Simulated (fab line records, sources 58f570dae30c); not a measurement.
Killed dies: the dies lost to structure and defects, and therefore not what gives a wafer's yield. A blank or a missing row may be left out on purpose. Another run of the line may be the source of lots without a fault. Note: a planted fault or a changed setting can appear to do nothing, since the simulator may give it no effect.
Which tool is to blame? :: flow berkeley-cmos170 :: 7 lots, 21 wafers sampled, at 2 steps of a route of 331

## WHAT EACH GAUGE READ, for each wafer
UCB170_V2_THK_MEAS_04.
lot: L362
measured: day 7 15:53
on: film-metro-02
V2_POLISHED_THK (nm): 1000.0 1000.7 1000.8

lot: L365
measured: day 8 14:08
on: film-metro-02
V2_POLISHED_THK (nm): 998.7 998.5 999.3

lot: L369
measured: day 9 05:59
on: film-metro-02
V2_POLISHED_THK (nm): 999.5 1000.0 1349.5

lot: L375
measured: day 11 02:14
on: film-metro-02
V2_POLISHED_THK (nm): 1000.5 1000.4 1000.2

lot: L377
measured: day 11 18:23
on: film-metro-01
V2_POLISHED_THK (nm): 1000.5 1000.3 1000.1

lot: L380
measured: day 11 20:53
on: film-metro-02
V2_POLISHED_THK (nm): 999.3 1001.4 999.6

lot: L382
measured: day 12 13:41
on: film-metro-03
V2_POLISHED_THK (nm): 1000.0 998.5 999.5

## EACH LOT AND THE TOOL THAT RAN IT (in order: tool; ch and the chambers of the sampled wafers; start)
lot: L362
UCB170_V2_CMP_02: cmp-01 ch 1,3, day 7 15:28

lot: L365
UCB170_V2_CMP_02: cmp-01 ch 1,2,3, day 8 13:46

lot: L369
UCB170_V2_CMP_02: cmp-01 ch 1,2,3, day 9 05:34

lot: L375
UCB170_V2_CMP_02: cmp-02 ch 0,1,3, day 11 01:52

lot: L377
UCB170_V2_CMP_02: cmp-01 ch 0,1,3, day 11 18:07

lot: L380
UCB170_V2_CMP_02: cmp-01 ch 0,2, day 11 20:30

lot: L382
UCB170_V2_CMP_02: cmp-01 ch 1,2,3, day 12 13:19
- UCB170_V2_CMP_02: polishes SiO2.

## THE ANSWER, worked out from the rows above alone
Rule: the usual values come from the lots themselves. Put in order of their means at a reading, lots are off if they are a third of the lots or fewer, leave a main group of 4 or more, and stand apart from it by a gap of 3 or more times the standard deviation of the main group's means; of several such gaps the widest counts. A main group is skipped when, at the precision printed for the reading in the tables above, its means are all equal. A lot without any number at a reading at which 4 lots or more have one is off too. The other lots that the step has rows for count as sound.
Off: at UCB170_V2_THK_MEAS_04 (V2_POLISHED_THK), L369. The main group: mean 999.9 nm, standard deviation 0.61.
A tool fits if, at a process step before that reading, it ran every lot that is off, and no sound lot after the first of them. Those tools and the gauges at UCB170_V2_THK_MEAS_04 are tried in the same way. None of those tried fits.

## WHAT THE SIMULATOR HAD PUT IN
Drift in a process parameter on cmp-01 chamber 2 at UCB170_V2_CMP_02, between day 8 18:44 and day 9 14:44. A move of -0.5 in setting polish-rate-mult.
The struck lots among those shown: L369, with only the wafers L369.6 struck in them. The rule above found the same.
